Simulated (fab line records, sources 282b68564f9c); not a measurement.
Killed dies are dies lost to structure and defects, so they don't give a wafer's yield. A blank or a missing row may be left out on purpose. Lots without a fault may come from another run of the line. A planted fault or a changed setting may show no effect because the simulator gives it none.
A struck lot beside a sound one | flow rit_cmos | 15 steps out of a route of 202
Sound: wafers L670.4, L670.5, L670.6. Struck: wafers L676.2, L676.4, L676.5. The cause comes at the end.
At each step with rows: each side's tool, then ch and its chambers, then its first start. Under that, the readings that differ: sound wafers | struck wafers | difference of the means | sigmas: that difference in standard deviations of wafers without a fault.
alike: readings whose means differ by less than 2 such deviations, and words and numbers that are the same on both sides. not compared: withheld readings, readings that some wafer has no value for, bounds like >300 that may hide the same value, and numbers for which the record gives no deviation and whose values overlap.
The two part at a step that has a row with sigmas, a row that says differs or no value, or rows on one side only. Numbers that don't overlap but have no deviation are shown without sigmas and don't part them. A reading that every wafer of one side lacks parts them only if that side has two wafers or more.

first, 2 steps without rows for these wafers: RIT_PWELL_HARDBAKE_07 (time 120 s); RIT_PWELL_IMPLANT_08.
RIT_PWELL_STRIP_09: strips in O2, time 180 s.
  sound on plasma_asher-03 ch 0,1, day 4 22:22; struck on plasma_asher-04 ch 0,1, day 6 03:13
  alike: drypump_motor_current_A
  not compared: rf_hours_counter_h
RIT_PWELL_TW_MEAS_10:
  sound on film_metro-03, day 4 22:31; struck on film_metro-04, day 6 03:24
  alike: PWELL_TW
then, 1 step without rows for these wafers: RIT_WELLDRIVE_ANNEAL_00 (time 14700 s).
RIT_WELLDRIVE_RS_MEAS_01: measures by four-point-probe.
  sound on film_metro-03, day 5 03:41; struck on film_metro-02, day 6 09:22
  alike: NWELL_RS
RIT_WELLDRIVE_RS_MEAS_02: measures by four-point-probe.
  sound on film_metro-03, day 5 03:49; struck on film_metro-02, day 6 09:29
  alike: PWELL_RS
then, 5 steps without rows for these wafers: RIT_NRETRO_HMDS_00 (prime time 60 s); RIT_NRETRO_COAT_01 (resist thk 1300 nm); RIT_NRETRO_SOFTBAKE_02 (time 60 s); RIT_NRETRO_EXPOSE_03 (exposes mask M4, target cd 43900 nm); RIT_NRETRO_PEB_04.
RIT_NRETRO_DEVELOP_05: develop time 68 s.
  sound on litho_track-03 ch 0, day 5 04:00; struck on litho_track-02 ch 0, day 6 10:00
  reading              | sound             | struck            | difference | sigmas
  developer_temp_C (C) | 23.18 23.21 22.95 | 22.19 21.99 22.07 | -1.03      | -11
RIT_NRETRO_OVL_MEAS_06:
  sound on overlay-02, day 5 04:54; struck on overlay-02, day 6 10:37
  reading         | sound        | struck         | difference | sigmas
  NRETRO_OVL (nm) | 0.3 1.1 -0.5 | -1.2 -2.0 -2.5 | -2.2       | -2
then, 1 step without rows for these wafers: RIT_M1_PROBE_99.

WHERE THEY PART
First at RIT_NRETRO_DEVELOP_05; last, within this record, at RIT_NRETRO_OVL_MEAS_06.

WHY: what the simulator had put in
Process parameter drift: litho_track-02, from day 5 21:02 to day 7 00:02, at RIT_NRETRO_DEVELOP_05. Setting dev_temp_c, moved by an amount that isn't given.
